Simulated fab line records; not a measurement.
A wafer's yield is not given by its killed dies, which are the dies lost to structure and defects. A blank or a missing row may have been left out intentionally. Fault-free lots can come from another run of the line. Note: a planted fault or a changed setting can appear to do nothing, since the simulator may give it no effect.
A struck lot beside a sound one	flow berkeleyCmos170	14 steps out of a route of 331
Sound: the wafers L163.2, L163.4, L163.5. Struck: wafers L173.1, L173.4, L173.5. Last of all comes the cause.
Order at every step that has rows: each side's tool, ch and its chambers, its first start. Under that, the readings that differ: sound wafers	struck wafers	difference of the means	sigmas: that difference in standard deviations of wafers without a fault.
alike: words and numbers the same on both sides, and readings whose means are apart by under 2 such deviations; not compared: readings that were withheld, readings missing a value for some wafer, numbers with overlapping values and no deviation given by the record, and bounds like >300 which may hide the same value.
A row with sigmas, a row that says differs or no value, or rows on one side alone: a step with any of these is where the two part. Numbers that have no deviation but don't overlap get no sigmas and don't part them. A reading that every wafer of one side lacks parts them only if that side has two wafers or more.

UCB170_FIELD_THK_MEAS_90:
  sound on filmMetro-01, day 8 05:19; struck on filmMetro-01, day 10 00:13
reading	sound	struck	difference	sigmas
FIELD_OXIDE_LEFT_1_THK (nm)	459 456 455	427 433 423	-29	-3
then, 2 steps without rows for these wafers: UCB170_SACOX_CLEAN_00 (cleans in dHF, time 7.5 s); UCB170_SACOX_OXIDATION_01 (target thk 14.4 nm, ox time 2400 s).
UCB170_SACOX_THK_MEAS_02:
  sound on filmMetro-01, day 8 11:07; struck on filmMetro-03, day 10 06:46
  alike: SACOX_OXIDE_THK
then, 2 steps without rows for these wafers: UCB170_SCREENOX_WET_ETCH_00 (etches SiO2 in dHF, time 200 s); UCB170_SCREENOX_OXIDATION_01 (target thk 14.4 nm, ox time 2400 s).
UCB170_SCREENOX_THK_MEAS_02:
  sound on filmMetro-01, day 8 16:50; struck on filmMetro-03, day 10 15:59
  alike: SCREENOX_OXIDE_THK
then, 5 steps without rows for these wafers: UCB170_SCREENOX_ANNEAL_03 (time 900 s); UCB170_NVT_HMDS_00 (prime time 60 s); UCB170_NVT_COAT_01 (resist thk 900 nm); UCB170_NVT_SOFTBAKE_02 (time 60 s); UCB170_NVT_EXPOSE_03 (exposes mask PWELL, target cd 3000 nm).
UCB170_NVT_PEB_04:
  struck on lithoTrack-01, day 11 00:36; sound on lithoTrack-01 ch 0, day 8 22:52
  no value came back on the struck wafers for chillPlateTempC (C), exhaustPa (Pa); on the sound wafers chillPlateTempC (C) reads 22.98 22.93 23.05
then, 1 step without rows for these wafers: UCB170_NVT_DEVELOP_05 (develop time 45 s).

== WHERE THEY PART ==
Earliest at UCB170_FIELD_THK_MEAS_90; latest, in this record, at UCB170_NVT_PEB_04.

WHY: the cause the simulator had injected
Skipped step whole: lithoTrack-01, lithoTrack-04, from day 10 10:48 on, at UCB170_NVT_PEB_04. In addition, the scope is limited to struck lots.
